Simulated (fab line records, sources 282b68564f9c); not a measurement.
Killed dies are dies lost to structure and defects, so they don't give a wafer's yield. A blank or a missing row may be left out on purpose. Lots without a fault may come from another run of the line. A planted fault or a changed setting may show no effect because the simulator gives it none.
Split-lot experiment | flow rit_cmos | 5 lots, 23 wafers read, on a route of 202 steps

THE SPLIT
At RIT_ACTIVE_EXPOSE_08 (exposes mask M1, target cd 1400 nm), the setting dose_mj was moved away from the recipe's 225 on 7 of the 23 wafers read, by -5.2% to +4.6%. The other wafers ran this setting at the recipe's value.

FROM THE SPLIT TO THE READING: what the file shows between them, 5 steps
- RIT_ACTIVE_PEB_09
- RIT_ACTIVE_DEVELOP_10: develop time 50 s
- RIT_ACTIVE_CD_MEAS_11: target cd 1400 nm
- RIT_ACTIVE_ETCH_13: etches Si3N4 in SF6, stops on SiO2, time 210 s, target depth 210 nm (also split here: over_etch_frac)
- RIT_ACTIVE_STRIP_14: strips in O2, time 180 s

THE READING
cd_nm, in nm, at RIT_ACTIVE_CD_MEAS_90 (target cd 1400 nm). Fault-free wafers of this fab line usually give 1399.6 nm, standard deviation 1.7 nm.

wafer  | tool, chamber at the split | dose_mj as run | against the recipe | cd_nm, nm | against lot-mates on the recipe
L074.1 | iline_stepper-02, 0        | 225            | recipe             | 1401.1    | -
L074.2 | iline_stepper-02, 0        | 225            | recipe             | 1398.5    | -
L074.3 | iline_stepper-02, 0        | 225            | recipe             | 1400.5    | -
L074.4 | iline_stepper-02, 0        | 225            | recipe             | 1400.3    | -
L074.5 | iline_stepper-02, 0        | 225            | recipe             | 1400.2    | -
L077.1 | iline_stepper-02, 0        | 231.1          | +2.7%              | 1392.9    | -6.6
L077.2 | iline_stepper-02, 0        | 225            | recipe             | 1399.0    | -
L077.3 | iline_stepper-02, 0        | 231.1          | +2.7%              | 1392.8    | -6.7
L077.4 | iline_stepper-02, 0        | 225            | recipe             | 1399.0    | -
L077.6 | iline_stepper-02, 0        | 225            | recipe             | 1400.4    | -
L078.1 | iline_stepper-02, 0        | 213.3          | -5.2%              | 1416.6    | +15.6
L078.3 | iline_stepper-02, 0        | 225            | recipe             | 1399.6    | -
L078.4 | iline_stepper-02, 0        | 225            | recipe             | 1402.4    | -
L078.5 | iline_stepper-02, 0        | 213.3          | -5.2%              | 1418.4    | +17.4
L078.6 | iline_stepper-02, 0        | 213.3          | -5.2%              | 1415.9    | +14.9
L082.1 | iline_stepper-01, 0        | 225            | recipe             | 1397.4    | -
L082.4 | iline_stepper-01, 0        | 225            | recipe             | 1397.3    | -
L082.6 | iline_stepper-01, 0        | 225            | recipe             | 1394.9    | -
L083.1 | iline_stepper-02, 0        | 235.3          | +4.6%              | 1386.4    | -11.9
L083.3 | iline_stepper-02, 0        | 225            | recipe             | 1397.7    | -
L083.4 | iline_stepper-02, 0        | 225            | recipe             | 1398.7    | -
L083.5 | iline_stepper-02, 0        | 235.3          | +4.6%              | 1387.8    | -10.5
L083.6 | iline_stepper-02, 0        | 225            | recipe             | 1398.5    | -

THE FIT
A straight line over all 23 wafers: cd_nm changes by -3.06 nm for each +1% of dose_mj; r = -0.97; the points scatter about the line by 1.9 nm.
The same after taking each lot's own level away (the mean of its wafers on the recipe; 23 wafers): -2.81 nm for each +1%; r = -0.99; scatter 1.1 nm.
On that fit, the largest move of dose_mj shifts the reading by 15 nm.
The lots' own levels span 1396.53 to 1401.00 nm, that is 2.6 times the standard deviation above.
So the lot-to-lot level changes the slope little: the two slopes agree.
Check: with one of the wafers moved furthest among these (-5.2%) left out of the fit, the line predicts +14.8 nm for it against its lot-mates. It came out at +15.6 nm against them.

OTHER SPLITS ON THESE WAFERS
These wafers also went through other splits before the reading. Each is held against what the fit with the lots' levels taken away leaves over:
other split on the same wafers    | wafers away from the commonest value | r with cd_nm (lot level and that fit taken away)
RIT_ACTIVE_OXIDATION_01 ox_time_s | 18                                   | +0.13
RIT_ACTIVE_ETCH_13 over_etch_frac | 6                                    | -0.02

THE WHOLE CHAIN: every reading that the file lists as answering this split, in the file's order
step                  | what it does                                                        | reading                                                       | change (the file's fit)              | r (the file's)
RIT_ACTIVE_CD_MEAS_11 | target cd 1400 nm                                                   | cd_nm                                                         | -2.7 nm for each +1% of the setting  | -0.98
RIT_ACTIVE_ETCH_13    | etches Si3N4 in SF6, stops on SiO2, time 210 s, target depth 210 nm | ACTIVE.cd_nm (the simulator's own value, which no gauge read) | -2.72 nm for each +1% of the setting | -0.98
RIT_ACTIVE_CD_MEAS_90 | target cd 1400 nm                                                   | cd_nm                                                         | -2.76 nm for each +1% of the setting | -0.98

THE FILE'S OWN FIT
cd_nm changes by -2.76 nm for each +1% of dose_mj, r = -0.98.
